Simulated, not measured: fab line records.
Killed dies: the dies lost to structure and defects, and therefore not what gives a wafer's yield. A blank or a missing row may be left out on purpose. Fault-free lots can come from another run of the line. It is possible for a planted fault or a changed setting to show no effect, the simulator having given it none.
8D (eight disciplines) problem report, filled in by code | flow berkeley cmos170 | the parts of the form that need people (team, actions taken, sign-off) are left out

## 1. WHAT IS WRONG
Mean PLDD_RS at UCB170_SDANNEAL_RS_MEAS_04: 1122.0 ohm/sq over 9 wafers in 3 lots; fault-free wafers: 1031.9 ohm/sq, standard deviation 2.6. That is +35 standard deviations from the usual mean.
The step: measures by four-point-probe.
The first sign was on wafer L871.1 at day 9 02:07, on film metro-04. The record has a number at this step for 45 wafers belonging to 15 lots. The rule behind "out" and "out of limits": a value lying over 4 standard deviations away from the usual mean. All remaining wafers that have a number are taken as sound.

## 2. WHAT IT IS, AND WHAT IT ISN'T
question                    | is                                          | is not
which readings at this step | PLDD_RS                                     | -
which lots                  | L871, L872, L879                            | L866, L868, L869, L870, L873, L877, L880, L881, L883, L886, L887, L888
which wafers of those lots  | all that have a number                      | -
read on which gauges        | film metro-02, film metro-03, film metro-04 | -
when                        | from day 9 02:07                            | up to then (12 sound wafers); but 24 sound wafers of L873, L877, L880, L881, L883, L886, L887, L888 came after

## 3. THE SUSPECTS, EACH WITH WHAT RULES IT OUT
Counting: a tool at a process step up to the reading stays a suspect if it ran every lot that is out and no sound lot after the first of them.
- the gauge at UCB170_SDANNEAL_RS_MEAS_04 is ruled out. 3 gauges (film metro-02, film metro-03, film metro-04) read the wafers that are out.
- implanter-04 at UCB170_PLDD_IMPLANT_08: ruled out as a lasting fault. Following L871 (day 8 13:06), the first lot on it that is out, the sound lots L887, L888 were run on it.
Left after counting: nothing in the record.

## 4. THE CAUSE (what the simulator had put in)
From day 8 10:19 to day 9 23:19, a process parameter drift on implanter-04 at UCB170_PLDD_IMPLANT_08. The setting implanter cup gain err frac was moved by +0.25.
The count ruled it out by mistake, since the rule takes a fault to strike every lot its tool runs from the start of the fault on, and this one did not do so.

## 5. THE EFFECT CHAIN, in route order
One row per reading whose mean, taken over the struck wafers that have a number, lies over 3 standard deviations from the usual. Readings are gone through only where the record gives a usual standard deviation; hours: the median, over the lots, of the time from a lot's start at the first step in this table giving one to that lot's start at this step; sigmas: the change measured in usual standard deviations.
hours | step                       | reading            | usual         | on struck wafers | change | sigmas
0     | UCB170_PLDD_IMPLANT_08     | beam on s          | 10.2 s        | 8.0              | -2.2   | -6.1
0     | UCB170_PLDD_IMPLANT_08     | faraday current uA | 155           | 198              | +43    | +8.1
13    | UCB170_SDANNEAL_RS_MEAS_04 | PLDD_RS            | 1031.9 ohm/sq | 1122.0           | +90.1  | +35
The process steps in it:
- UCB170_PLDD_IMPLANT_08

## 6. HOW IT WOULD HAVE BEEN CAUGHT EARLIER
In this record the first reading out of limits at a measuring or inspecting step was taken at day 9 02:07, 16 hours after the fault began at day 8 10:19.
The tool's own readings at UCB170_PLDD_IMPLANT_08 were out on every struck wafer that the step has a row for (beam on s, faraday current uA): an alarm limit on them would have fired on the first of those.
